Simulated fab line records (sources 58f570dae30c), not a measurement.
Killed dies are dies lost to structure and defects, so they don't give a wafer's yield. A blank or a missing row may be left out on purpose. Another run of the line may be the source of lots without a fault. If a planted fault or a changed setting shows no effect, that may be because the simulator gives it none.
The tool behind it: which one? | flow berkeleyCmos170 | 14 lots, 42 wafers sampled, at 7 steps of a route of 331

## WHAT THE GAUGES SHOWED, per wafer
UCB170_M1_RS_MEAS_01: measurement is done with a four-point probe. Usual: M1_AL_RS 0.0485 ohm/sq, standard deviation 0.00048.
lot  | measured     | on           | M1_AL_RS (ohm/sq)    | flag
L165 | day 9 01:59  | filmMetro-04 | 0.0484 0.0482 0.0483 | 
L164 | day 9 02:00  | filmMetro-03 | 0.0483 0.0489 0.0488 | 
L169 | day 9 03:52  | filmMetro-04 | 0.0493 0.0489 0.0493 | 
L163 | day 9 04:08  | filmMetro-03 | 0.0481 0.0483 0.0488 | 
L166 | day 9 09:11  | filmMetro-03 | 0.0487 0.0482 0.0486 | 
L170 | day 9 17:40  | filmMetro-01 | 0.0437 0.0435 0.0435 | OFF
L171 | day 9 21:40  | filmMetro-04 | 0.0482 0.0486 0.0486 | 
L173 | day 9 23:08  | filmMetro-04 | 0.0423 0.0426 0.0426 | OFF
L174 | day 10 03:08 | filmMetro-01 | 0.0479 0.0482 0.0482 | 
L176 | day 10 14:24 | filmMetro-01 | 0.0492 0.0488 0.0492 | 
L178 | day 11 19:16 | filmMetro-04 | 0.0481 0.0486 0.0482 | 
L182 | day 11 21:18 | filmMetro-04 | 0.0480 0.0486 0.0483 | 
L179 | day 11 21:34 | filmMetro-01 | 0.0480 0.0486 0.0485 | 
L186 | day 12 21:51 | filmMetro-01 | 0.0490 0.0495 0.0493 | 

UCB170_M1_THK_MEAS_02: measures by xrf. Usual: M1_AL_THK 594 nm, standard deviation 7.3.
lot  | measured     | on           | M1_AL_THK (nm) | flag
L165 | day 9 02:06  | filmMetro-04 | 594 598 598    | 
L164 | day 9 02:07  | filmMetro-03 | 598 589 590    | 
L169 | day 9 03:59  | filmMetro-04 | 587 590 583    | 
L163 | day 9 04:14  | filmMetro-03 | 600 598 590    | 
L166 | day 9 09:18  | filmMetro-03 | 592 597 595    | 
L170 | day 9 17:47  | filmMetro-01 | 651 653 653    | OFF
L171 | day 9 21:47  | filmMetro-04 | 600 598 596    | 
L173 | day 9 23:16  | filmMetro-04 | 679 673 673    | OFF
L174 | day 10 03:15 | filmMetro-01 | 597 592 595    | 
L176 | day 10 14:31 | filmMetro-01 | 580 587 585    | 
L178 | day 11 19:22 | filmMetro-04 | 605 597 603    | 
L182 | day 11 21:25 | filmMetro-04 | 599 593 596    | 
L179 | day 11 21:40 | filmMetro-01 | 595 591 589    | 
L186 | day 12 21:58 | filmMetro-01 | 579 576 583    | 

UCB170_M1_OVL_MEAS_10. Usual: M1_OVL 1 nm, standard deviation 4.8.
lot  | measured     | on         | M1_OVL (nm) | flag
L165 | day 9 03:28  | overlay-02 | 4 -1 -6     | 
L164 | day 9 03:44  | overlay-01 | -1 -3 5     | 
L169 | day 9 05:18  | overlay-01 | -1 1 -3     | 
L163 | day 9 05:33  | overlay-02 | 4 -1 -6     | 
L166 | day 9 10:55  | overlay-01 | -7 -3 -3    | 
L170 | day 9 18:55  | overlay-02 | 5 1 -1      | 
L171 | day 9 23:37  | overlay-02 | -2 -3 3     | 
L173 | day 10 01:37 | overlay-01 | 6 1 -2      | 
L174 | day 10 04:53 | overlay-01 | -12 -6 -4   | 
L176 | day 10 15:32 | overlay-01 | 3 9 5       | 
L178 | day 11 20:57 | overlay-01 | -3 -3 1     | 
L182 | day 11 22:47 | overlay-01 | -4 -1 -6    | 
L179 | day 11 23:20 | overlay-01 | -1 -3 3     | 
L186 | day 12 23:33 | overlay-01 | -5 -1 4     | 

UCB170_V1_THK_MEAS_01. Usual: V1_TEOS_THK 1996 nm, standard deviation 26.
lot  | measured     | on           | V1_TEOS_THK (nm) | flag
L165 | day 9 05:32  | filmMetro-04 | 1942 1933 1981   | 
L164 | day 9 06:52  | filmMetro-04 | 1976 1974 1979   | 
L169 | day 9 08:11  | filmMetro-02 | 1954 1948 1966   | 
L163 | day 9 08:11  | filmMetro-04 | 1987 1979 2011   | 
L166 | day 9 12:59  | filmMetro-04 | 1995 2006 2039   | 
L170 | day 9 20:53  | filmMetro-02 | 1967 1980 2023   | 
L171 | day 10 01:40 | filmMetro-02 | 1968 1957 2025   | 
L173 | day 10 03:40 | filmMetro-02 | 1971 1998 1978   | 
L174 | day 10 06:48 | filmMetro-01 | 1991 2014 1986   | 
L176 | day 10 17:33 | filmMetro-01 | 1931 1952 1984   | 
L178 | day 11 23:01 | filmMetro-02 | 1979 2009 2006   | 
L182 | day 12 01:40 | filmMetro-01 | 1992 2026 2004   | 
L179 | day 12 01:41 | filmMetro-04 | 1968 1984 2032   | 
L186 | day 13 02:50 | filmMetro-02 | 2004 2022 2013   | 

## TOOL THAT RAN EACH LOT (tool first, then ch and the chambers of the sampled wafers, then the start)
lot  | UCB170_CONTACT_STRIP_06             | UCB170_M1_SPUTTER_00        | UCB170_M1_METAL_ETCH_12
L165 | plasmaAsher-03 ch 0,1, day 8 22:50  | pvdSputter-03, day 9 01:55  | rieMetal-03 ch 1, day 9 03:32
L164 | plasmaAsher-04 ch 0,1, day 8 23:08  | pvdSputter-04, day 9 01:55  | rieMetal-02 ch 0, day 9 03:52
L169 | plasmaAsher-03 ch 0,1, day 9 00:37  | pvdSputter-01, day 9 03:49  | rieMetal-04 ch 0,1, day 9 05:23
L163 | plasmaAsher-03 ch 0,1, day 9 00:55  | pvdSputter-04, day 9 04:03  | rieMetal-03 ch 1, day 9 05:40
L166 | plasmaAsher-04 ch 0,1, day 9 02:46  | pvdSputter-04, day 9 09:07  | rieMetal-03 ch 1, day 9 11:00
L170 | plasmaAsher-04 ch 0,1, day 9 14:22  | pvdSputter-04, day 9 17:37  | rieMetal-02 ch 0,1, day 9 19:00
L171 | plasmaAsher-02 ch 0,1, day 9 19:21  | pvdSputter-01, day 9 21:37  | rieMetal-03 ch 1, day 9 23:41
L173 | plasmaAsher-03 ch 0,1, day 9 20:29  | pvdSputter-04, day 9 23:05  | rieMetal-03 ch 1, day 10 01:41
L174 | plasmaAsher-03 ch 0,1, day 9 23:31  | pvdSputter-01, day 10 03:04 | rieMetal-02 ch 0,1, day 10 04:58
L176 | plasmaAsher-02 ch 0,1, day 10 12:15 | pvdSputter-03, day 10 14:20 | rieMetal-02 ch 0,1, day 10 15:37
L178 | plasmaAsher-04 ch 0,1, day 11 16:46 | pvdSputter-01, day 11 19:11 | rieMetal-02 ch 1, day 11 21:04
L182 | plasmaAsher-03 ch 0,1, day 11 18:34 | pvdSputter-01, day 11 21:14 | rieMetal-02 ch 1, day 11 22:51
L179 | plasmaAsher-02 ch 0,1, day 11 19:00 | pvdSputter-03, day 11 21:29 | rieMetal-04 ch 1, day 11 23:28
L186 | plasmaAsher-02 ch 1, day 12 19:36   | pvdSputter-04, day 12 21:46 | rieMetal-02 ch 0,1, day 12 23:38
- UCB170_CONTACT_STRIP_06: strips in O2.
- UCB170_M1_SPUTTER_00: material Al, target thk 600 nm, time 80 s.
- UCB170_M1_METAL_ETCH_12: etches Al in Cl2/BCl3, stops on PSG, target depth 780 nm, time 130 s.

## WHAT THE TOOLS THEMSELVES READ (means of the sampled wafers that have a number; where no wafer has one, the mark that the record gives instead)
UCB170_CONTACT_STRIP_06. Usual: drypumpMotorCurrentA 5.9 A, standard deviation 0.36; oesProductAu 0.734 a.u., standard deviation 0.0048; stripTimeToEndpointS 21.97 s, standard deviation 0.051.
lot  | tool           | drypumpMotorCurrentA (A) | oesProductAu (a.u.) | stripTimeToEndpointS (s) | flag
L165 | plasmaAsher-03 | 6.0                      | 0.729               | 22.02                    | 
L164 | plasmaAsher-04 | 6.2                      | 0.730               | 21.94                    | 
L169 | plasmaAsher-03 | 6.0                      | 0.733               | 21.95                    | 
L163 | plasmaAsher-03 | 6.0                      | 0.736               | 21.99                    | 
L166 | plasmaAsher-04 | 6.0                      | 0.735               | 21.97                    | 
L170 | plasmaAsher-04 | 6.2                      | 0.737               | 22.01                    | 
L171 | plasmaAsher-02 | 5.4                      | 0.734               | 21.97                    | 
L173 | plasmaAsher-03 | 6.0                      | 0.734               | 21.95                    | 
L174 | plasmaAsher-03 | 6.1                      | 0.738               | 22.03                    | 
L176 | plasmaAsher-02 | 5.3                      | 0.732               | 21.97                    | 
L178 | plasmaAsher-04 | 6.1                      | 0.736               | 21.99                    | 
L182 | plasmaAsher-03 | 6.0                      | 0.730               | 22.08                    | 
L179 | plasmaAsher-02 | 5.3                      | 0.732               | 21.91                    | 
L186 | plasmaAsher-02 | 5.2                      | 0.736               | 21.97                    | 

UCB170_M1_SPUTTER_00. Usual: 30.1 % for throttleValvePct, sd 0.7.
lot  | tool          | throttleValvePct (%) | flag
L165 | pvdSputter-03 | 30.9                 | 
L164 | pvdSputter-04 | 29.7                 | 
L169 | pvdSputter-01 | 29.8                 | 
L163 | pvdSputter-04 | 30.3                 | 
L166 | pvdSputter-04 | 30.4                 | 
L170 | pvdSputter-04 | 30.4                 | 
L171 | pvdSputter-01 | 29.7                 | 
L173 | pvdSputter-04 | 30.3                 | 
L174 | pvdSputter-01 | 29.8                 | 
L176 | pvdSputter-03 | 30.7                 | 
L178 | pvdSputter-01 | 29.6                 | 
L182 | pvdSputter-01 | 29.6                 | 
L179 | pvdSputter-03 | 30.4                 | 
L186 | pvdSputter-04 | 30.4                 | 

UCB170_M1_METAL_ETCH_12. Usual: drypumpMotorCurrentA 5.8 A, standard deviation 0.48; oesProductAu 0.861 a.u., standard deviation 0.017; throttleValvePct 24.49 %, standard deviation 0.25.
lot  | tool        | drypumpMotorCurrentA (A) | oesProductAu (a.u.) | throttleValvePct (%) | flag
L165 | rieMetal-03 | 5.2                      | 0.867               | 24.66                | 
L164 | rieMetal-02 | 6.3                      | 0.878               | 24.05                | 
L169 | rieMetal-04 | 6.1                      | 0.850               | 24.50                | 
L163 | rieMetal-03 | 5.2                      | 0.866               | 24.65                | 
L166 | rieMetal-03 | 5.2                      | 0.863               | 24.66                | 
L170 | rieMetal-02 | 6.3                      | 0.925               | 24.41                | OFF
L171 | rieMetal-03 | 5.2                      | 0.866               | 24.66                | 
L173 | rieMetal-03 | 5.2                      | 0.933               | 24.62                | OFF
L174 | rieMetal-02 | 6.3                      | 0.878               | 24.23                | 
L176 | rieMetal-02 | 6.3                      | 0.868               | 24.43                | 
L178 | rieMetal-02 | 6.3                      | 0.876               | 24.61                | 
L182 | rieMetal-02 | 6.3                      | 0.874               | 24.62                | 
L179 | rieMetal-04 | 5.5                      | 0.826               | 24.20                | 
L186 | rieMetal-02 | 6.3                      | 0.857               | 24.37                | 

## THE ANSWER, worked out from the rows above alone
Rule: a lot is off if the mean of its wafers that have a number lies more than 3 standard deviations from the usual mean. Also off: a lot with no number at a reading for which 4 or more lots have one. The other lots that the step has rows for count as sound. After the gauges, taken in route order, come the tools' own readings; for these a lot's mean is taken, as printed above. At the first step where some lot is off, the reading lying furthest off is the one used; lots without a number count as furthest.
Off: L170, L173, seen at UCB170_M1_RS_MEAS_01 (M1_AL_RS).
A tool fits if, at a process step before that reading, it ran every lot that is off, and no sound lot after the first of them. The gauges at UCB170_M1_RS_MEAS_01 aren't tried: what is off there is off at UCB170_M1_METAL_ETCH_12 too, on other tools, and a gauge's error can't cause that. Of those tried, none fits.

## WHAT WAS PUT IN BY THE SIMULATOR
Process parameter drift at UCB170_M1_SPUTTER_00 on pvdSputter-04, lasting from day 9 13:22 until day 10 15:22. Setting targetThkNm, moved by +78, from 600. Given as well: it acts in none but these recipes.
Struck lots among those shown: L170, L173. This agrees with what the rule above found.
